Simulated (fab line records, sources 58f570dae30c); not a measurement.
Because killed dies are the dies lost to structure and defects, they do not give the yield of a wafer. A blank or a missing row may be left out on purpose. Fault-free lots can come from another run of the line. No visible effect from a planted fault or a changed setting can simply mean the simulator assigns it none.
Which tool did it? | flow berkeleyCmos170 | Sampling: 14 lots, 42 wafers, 5 of 331 route steps

== WHAT THE GAUGES SHOWED, per wafer ==
UCB170_NWELL_THK_MEAS_02. Usual: NWELL_OXIDE_THK 26.2 nm, standard deviation 0.43.
lot  | measured    | on           | NWELL_OXIDE_THK (nm) | flag
L348 | day 2 02:20 | filmMetro-02 | 25.9 25.8 25.8       | 
L349 | day 2 07:46 | filmMetro-03 | 26.3 26.7 26.7       | 
L350 | day 2 14:32 | filmMetro-03 | 25.9 25.2 25.6       | 
L351 | day 2 18:44 | filmMetro-03 | 26.0 26.2 26.1       | 
L352 | day 2 23:41 | filmMetro-03 | 25.6 26.2 25.8       | 
L353 | day 3 08:06 | filmMetro-03 | 26.3 26.3 26.5       | 
L354 | day 3 14:08 | filmMetro-01 | 26.5 26.0 26.2       | 
L355 | day 3 14:09 | filmMetro-02 | 26.4 26.6 26.4       | 
L357 | day 4 01:17 | filmMetro-03 | 25.7 25.8 26.2       | 
L364 | day 5 09:05 | filmMetro-02 | 26.4 26.5 26.2       | 
L367 | day 6 04:27 | filmMetro-01 | 26.3 26.0 26.3       | 
L368 | day 6 10:08 | filmMetro-02 | 26.8 26.8 26.9       | 
L369 | day 6 10:11 | filmMetro-03 | 26.7 26.5 26.8       | 
L370 | day 6 18:55 | filmMetro-01 | 26.8 26.5 27.1       | 

UCB170_NWELL_THK_MEAS_05. Usual: NWELL_NITRIDE_THK 216.1 nm, standard deviation 2.1.
lot  | measured    | on           | NWELL_NITRIDE_THK (nm)              | flag
L348 | day 2 06:37 | filmMetro-01 | 216.5 217.6 217.9                   | 
L349 | day 2 14:28 | filmMetro-02 | 214.2 215.0 214.7                   | 
L350 | day 2 20:02 | filmMetro-01 | 211.5 214.5 213.6                   | 
L351 | day 3 01:41 | filmMetro-01 | 216.3 214.6 215.5                   | 
L352 | day 3 07:11 | filmMetro-02 | 215.7 218.1 219.0                   | 
L353 | day 3 15:28 | filmMetro-02 | 204.4 205.1 206.7 204.4 204.9 206.7 | OFF
L354 | day 3 21:50 | filmMetro-02 | 214.9 215.7 216.3                   | 
L355 | day 3 21:51 | filmMetro-03 | 216.5 215.8 217.2                   | 
L357 | day 4 07:36 | filmMetro-01 | 204.6 202.8 203.4 204.7 202.9 203.4 | OFF
L364 | day 5 20:41 | filmMetro-03 | 213.7 215.1 214.4                   | 
L367 | day 6 11:52 | filmMetro-03 | 215.4 216.7 214.3                   | 
L368 | day 6 17:16 | filmMetro-02 | 215.0 215.8 215.9                   | 
L369 | day 6 17:18 | filmMetro-01 | 218.1 217.0 215.9                   | 
L370 | day 7 01:01 | filmMetro-01 | 214.3 213.7 213.7                   | 

UCB170_PWELL_THK_MEAS_06. Usual: PWELL_NITRIDE_THK 219.8 nm, standard deviation 2.3.
lot  | measured    | on           | PWELL_NITRIDE_THK (nm) | flag
L348 | day 3 00:36 | filmMetro-04 | 223.1 220.9 222.7      | 
L349 | day 3 06:04 | filmMetro-04 | 219.3 219.0 218.6      | 
L350 | day 3 11:09 | filmMetro-04 | 219.0 220.5 220.4      | 
L351 | day 3 18:46 | filmMetro-04 | 220.9 218.3 218.0      | 
L352 | day 3 23:28 | filmMetro-02 | 218.2 217.5 220.0      | 
L353 | day 4 12:36 | filmMetro-02 | 220.1 221.1 222.1      | 
L354 | day 4 17:54 | filmMetro-04 | 218.8 219.0 219.5      | 
L355 | day 4 17:55 | filmMetro-01 | 225.0 223.7 222.5      | 
L357 | day 5 03:32 | filmMetro-02 | 222.5 220.3 221.9      | 
L364 | day 6 19:46 | filmMetro-02 | 221.6 217.9 222.1      | 
L367 | day 7 02:41 | filmMetro-02 | 218.6 216.9 217.2      | 
L368 | day 7 11:11 | filmMetro-04 | 218.1 218.2 216.9      | 
L369 | day 7 11:15 | filmMetro-04 | 215.1 214.3 214.6      | 
L370 | day 7 20:43 | filmMetro-01 | 218.3 217.1 217.2      | 

UCB170_FIELD_THK_MEAS_90. Usual: FIELD_OXIDE_LEFT_1_THK 441 nm, standard deviation 11.
lot  | measured     | on           | FIELD_OXIDE_LEFT_1_THK (nm) | flag
L348 | day 4 22:46  | filmMetro-01 | 431 436 429                 | 
L349 | day 5 08:16  | filmMetro-01 | 444 441 435                 | 
L350 | day 5 14:04  | filmMetro-02 | 431 420 430                 | 
L351 | day 5 20:34  | filmMetro-02 | 433 434 440                 | 
L352 | day 5 20:34  | filmMetro-01 | 417 428 431                 | 
L353 | day 6 16:09  | filmMetro-04 | 464 464 455                 | 
L354 | day 6 16:11  | filmMetro-02 | 435 432 433                 | 
L355 | day 6 16:08  | filmMetro-02 | 442 450 433                 | 
L357 | day 6 23:52  | filmMetro-02 | 448 450 449                 | 
L364 | day 9 05:43  | filmMetro-04 | 453 446 447                 | 
L367 | day 9 05:43  | filmMetro-02 | 445 442 450                 | 
L368 | day 9 16:51  | filmMetro-02 | 438 436 431                 | 
L369 | day 9 16:51  | filmMetro-04 | 456 458 465                 | 
L370 | day 10 01:55 | filmMetro-04 | 454 446 452                 | 

== TOOL THAT RAN EACH LOT (tool first, then ch and the chambers of the sampled wafers, then the start) ==
lot  | UCB170_NWELL_CVD_04
L348 | lpcvd-02 ch 0, day 2 04:40
L349 | lpcvd-01 ch 1, day 2 11:34
L350 | lpcvd-01 ch 0, day 2 18:05
L351 | lpcvd-01 ch 1, day 2 23:43
L352 | lpcvd-02 ch 1, day 3 05:14
L353 | lpcvd-01 ch 0, day 3 13:30
L354 | lpcvd-02 ch 1, day 3 18:56
L355 | lpcvd-02 ch 1, day 3 18:56
L357 | lpcvd-01 ch 1, day 4 05:39
L364 | lpcvd-02 ch 1, day 5 16:19
L367 | lpcvd-02 ch 0, day 6 08:58
L368 | lpcvd-01 ch 1, day 6 15:20
L369 | lpcvd-01 ch 0, day 6 15:20
L370 | lpcvd-02 ch 1, day 6 23:04
- UCB170_NWELL_CVD_04: deposits Si3N4 from SiH2Cl2/NH3, target thk 224 nm, time 3238 s.

== WHAT THE TOOLS THEMSELVES READ (means of the sampled wafers that have a number; where no wafer has one, the mark that the record gives instead) ==
UCB170_NWELL_CVD_04. Usual: sih2cl2FlowSccm 24.98 sccm, standard deviation 0.068; spikeTcSourceC 820 C, standard deviation 3.1; zonePowerCentrePct 36.9 %, standard deviation 2; zonePowerSourcePct 20.4 %, standard deviation 1.5.
lot  | tool     | sih2cl2FlowSccm (sccm) | spikeTcSourceC (C) | zonePowerCentrePct (%) | zonePowerSourcePct (%) | flag
L348 | lpcvd-02 | 24.92                  | 826                | 38.3                   | 22.4                   | 
L349 | lpcvd-01 | 25.05                  | 822                | 38.7                   | 18.5                   | 
L350 | lpcvd-01 | 24.98                  | 817                | 34.1                   | 21.5                   | 
L351 | lpcvd-01 | 25.04                  | 822                | 39.2                   | 18.3                   | 
L352 | lpcvd-02 | 25.00                  | 820                | 37.2                   | 20.0                   | 
L353 | lpcvd-01 | 19.95                  | 816                | 34.2                   | 21.6                   | OFF
L354 | lpcvd-02 | 25.03                  | 821                | 37.6                   | 20.3                   | 
L355 | lpcvd-02 | 25.01                  | 819                | 37.5                   | 20.1                   | 
L357 | lpcvd-01 | 20.04                  | 821                | 38.5                   | 18.4                   | OFF
L364 | lpcvd-02 | 24.94                  | 820                | 37.3                   | 20.1                   | 
L367 | lpcvd-02 | 24.97                  | 825                | 38.2                   | 22.0                   | 
L368 | lpcvd-01 | 25.00                  | 823                | 39.4                   | 18.5                   | 
L369 | lpcvd-01 | 24.97                  | 816                | 34.2                   | 21.7                   | 
L370 | lpcvd-02 | 24.99                  | 820                | 37.3                   | 20.1                   | 

== THE ANSWER, worked out from the rows above alone ==
Rule: take the mean of a lot's wafers that have a number; if it is more than 3 standard deviations from the usual mean, the lot is off. A lot without any number at a reading at which 4 lots or more have one is off too. All remaining lots with rows at the step are treated as sound. First the gauges in route order, then the tools' own readings, where a lot's mean is used as printed above. At the first step where some lot is off, the reading lying furthest off is the one used; lots without a number count as furthest.
Off: L353, L357, at UCB170_NWELL_THK_MEAS_05 (NWELL_NITRIDE_THK).
If a tool, at a process step before that reading, ran all the lots that are off and no sound lot after the first of them, it fits. Not tried: the gauges at UCB170_NWELL_THK_MEAS_05; whatever is off there is also off at UCB170_NWELL_CVD_04, on other tools, and gauge error can't account for it. Of those tried, none fits.

== WHAT HAD BEEN PUT IN BY THE SIMULATOR ==
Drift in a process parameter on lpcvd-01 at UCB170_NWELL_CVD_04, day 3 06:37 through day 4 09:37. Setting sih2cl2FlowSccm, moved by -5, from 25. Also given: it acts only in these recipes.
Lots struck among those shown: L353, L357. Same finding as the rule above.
